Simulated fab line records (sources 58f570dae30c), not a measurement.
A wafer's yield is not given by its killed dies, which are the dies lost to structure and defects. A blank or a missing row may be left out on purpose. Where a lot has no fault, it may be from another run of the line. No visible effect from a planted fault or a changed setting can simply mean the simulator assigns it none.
8D (eight disciplines) problem report, filled in by code    flow berkeleyCmos170    the parts of the form that need people (team, actions taken, sign-off) are left out

1. WHAT WENT WRONG
Wafers free of any fault read 219.8 nm (standard deviation 1.9) for ACTIVE_NITRIDE_THK at UCB170_ACTIVE_THK_MEAS_06, against a mean of 136.9 nm on 9 wafers of 3 lots. Measured from the usual mean, that is -44 standard deviations.
The first sign was on wafer L120.1 at day 6 09:29, on filmMetro-01. The record has a number at this step for 45 wafers belonging to 15 lots. The rule behind "out" and "out of limits": a value lying over 4 standard deviations away from the usual mean. The rest of the wafers with a number are treated as sound.

2. WHAT IT IS, AND WHAT IT ISN'T
question                     is                                        is not
which readings at this step  ACTIVE_NITRIDE_THK                        -
which lots                   L120, L121, L122                          L113, L115, L117, L123, L124, L125, L126, L127, L128, L129, L134, L135
which wafers of those lots   all that have a number                    -
read on which gauges         filmMetro-01, filmMetro-02, filmMetro-04  -
when                         from day 6 09:29                          up to then (9 sound wafers); but 27 sound wafers of L123, L124, L125, L126, L127, L128, L129, L134, L135 came after

3. SUSPECTS, AND WHAT RULES EACH OUT
Counting: a tool stays on the suspect list if, at a process step up to the reading, it processed all lots that are out and no sound lot following the first of them.
- the gauge at UCB170_ACTIVE_THK_MEAS_06 is ruled out. Those wafers that are out were read across 3 gauges (filmMetro-01, filmMetro-02, filmMetro-04).
- lpcvd-02 at UCB170_ACTIVE_CVD_05 (deposits Si3N4 from SiH2Cl2/NH3, target thk 220 nm, time 3300 s): kept. Every lot that is out went through it, starting with L120 (day 6 07:34), and after that it ran no sound lot; the last sound lot it ran before then is L117 (day 5 12:59).
Left after counting: lpcvd-02 at UCB170_ACTIVE_CVD_05.

4. THE CAUSE (what the simulator had put in)
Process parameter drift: lpcvd-02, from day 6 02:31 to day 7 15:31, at UCB170_ACTIVE_CVD_05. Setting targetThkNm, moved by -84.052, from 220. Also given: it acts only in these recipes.
Counting left only this tool.

5. THE EFFECT CHAIN, in route order
One row per reading whose mean, taken over the struck wafers that have a number, lies over 3 standard deviations from the usual. Readings are gone through only where the record gives a usual standard deviation; hours: the median, over the lots, of the time from a lot's start at the first step in this table giving one to that lot's start at this step; sigmas: the change measured in usual standard deviations.
hours  step                       reading             usual       on struck wafers  change  sigmas
0      UCB170_ACTIVE_THK_MEAS_06  ACTIVE_NITRIDE_THK  219.8 nm    136.9             -82.9   -44
1      UCB170_ACTIVE_ETCH_15      oesProductAu        0.932 a.u.  0.719             -0.213  -13
Here are the process steps it includes:
- UCB170_ACTIVE_ETCH_15: etches Si3N4 in CH3F/Ar/O2, stops on SiO2, target depth 242 nm, time 155.6 s.
Later measuring or inspecting steps at which every struck wafer that the step has a row for has a number for every such reading, and none has moved that far: UCB170_GATE_OVL_MEAS_13, UCB170_SDANNEAL_RS_MEAS_03.

6. WHAT WOULD HAVE CAUGHT IT SOONER
In this record the first reading out of limits at a measuring or inspecting step was taken at day 6 09:29, 7 hours after the fault began at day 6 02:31.
Of the tool readings at UCB170_ACTIVE_CVD_05 for which the record gives a usual standard deviation, none was out on any struck wafer, so an alarm limit of 4 standard deviations on them would not have fired.
Each of the lots that are out, 3 in all, had begun UCB170_ACTIVE_CVD_05 on lpcvd-02 no later than day 6 09:29. Had the tool been put on hold then, not one of them would have been saved.
